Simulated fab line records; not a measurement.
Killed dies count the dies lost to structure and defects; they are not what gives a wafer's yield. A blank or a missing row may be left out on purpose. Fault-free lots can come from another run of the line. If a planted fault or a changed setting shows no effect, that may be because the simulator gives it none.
Which tool was responsible? -- flow ritCmos -- route of 202 steps, sampled at 1 step: 15 lots, 45 wafers

== WHAT THE GAUGES READ, wafer by wafer ==
The record holds no reading of a measuring or inspecting step that can be judged against a usual standard deviation.

== EACH LOT AND THE TOOL THAT RAN IT (in order: tool; ch and the chambers of the sampled wafers; start) ==
lot,RIT_NRETRO_PEB_04
L409,"lithoTrack-02 ch 0, day 2 05:50"
L411,"lithoTrack-04 ch 0, day 2 18:05"
L412,"lithoTrack-04 ch 0, day 2 22:15"
L413,"lithoTrack-03 ch 0, day 3 02:21"
L414,"lithoTrack-04 ch 0, day 3 06:25"
L415,"lithoTrack-03 ch 0, day 3 15:25"
L416,"lithoTrack-03 ch 0, day 3 16:37"
L417,"lithoTrack-03 ch 0, day 3 21:37"
L418,"lithoTrack-02 ch 0, day 4 02:34"
L419,"lithoTrack-02, day 4 08:13"
L420,"lithoTrack-03, day 4 12:49"
L421,"lithoTrack-02, day 4 16:59"
L424,"lithoTrack-04 ch 0, day 5 07:28"
L430,"lithoTrack-04 ch 0, day 6 15:03"
L432,"lithoTrack-02 ch 0, day 6 23:49"
- RIT_NRETRO_PEB_04

== AS READ BY THE TOOLS THEMSELVES (means over the sampled wafers that have a number; for cases with no such wafer, the mark the record gives instead) ==
RIT_NRETRO_PEB_04.
lot,tool,exhaustPa (Pa)
L409,lithoTrack-02,45.5
L411,lithoTrack-04,45.5
L412,lithoTrack-04,45.7
L413,lithoTrack-03,44.9
L414,lithoTrack-04,45.2
L415,lithoTrack-03,45.0
L416,lithoTrack-03,43.7
L417,lithoTrack-03,46.4
L418,lithoTrack-02,45.1
L419,lithoTrack-02,-
L420,lithoTrack-03,-
L421,lithoTrack-02,-
L424,lithoTrack-04,45.6
L430,lithoTrack-04,44.7
L432,lithoTrack-02,44.0

== THE ANSWER, worked out from the rows above alone ==
Rule: the usual values come from the lots themselves. The widest of any qualifying gaps counts: lots, ordered by their means at a reading, are off when they make up no more than a third of the lots, leave a main group of 4 or more, and stand apart from it by 3 or more times the standard deviation of that group's means. A main group whose means are all the same, to the digits that the tables above print for the reading, isn't used. A lot without any number at a reading at which 4 lots or more have one is off too. All remaining lots with rows at the step are treated as sound. The gauges are gone through in route order, then the tools' own readings, and for those a lot's mean is taken as printed above. At the first step where some lot is off, the reading lying furthest off is the one used; lots without a number count as furthest.
Off: L419, L420, L421, at RIT_NRETRO_PEB_04 (exhaustPa). Without a number there: L419, L420, L421. Mean 45.1 Pa and standard deviation 0.71 in the main group.
If a tool, at that step or one of the process steps before it, ran each lot that is off and ran no sound lot following the first of them, it fits. Of those tried, none fits.

== WHAT THE SIMULATOR HAD PUT IN ==
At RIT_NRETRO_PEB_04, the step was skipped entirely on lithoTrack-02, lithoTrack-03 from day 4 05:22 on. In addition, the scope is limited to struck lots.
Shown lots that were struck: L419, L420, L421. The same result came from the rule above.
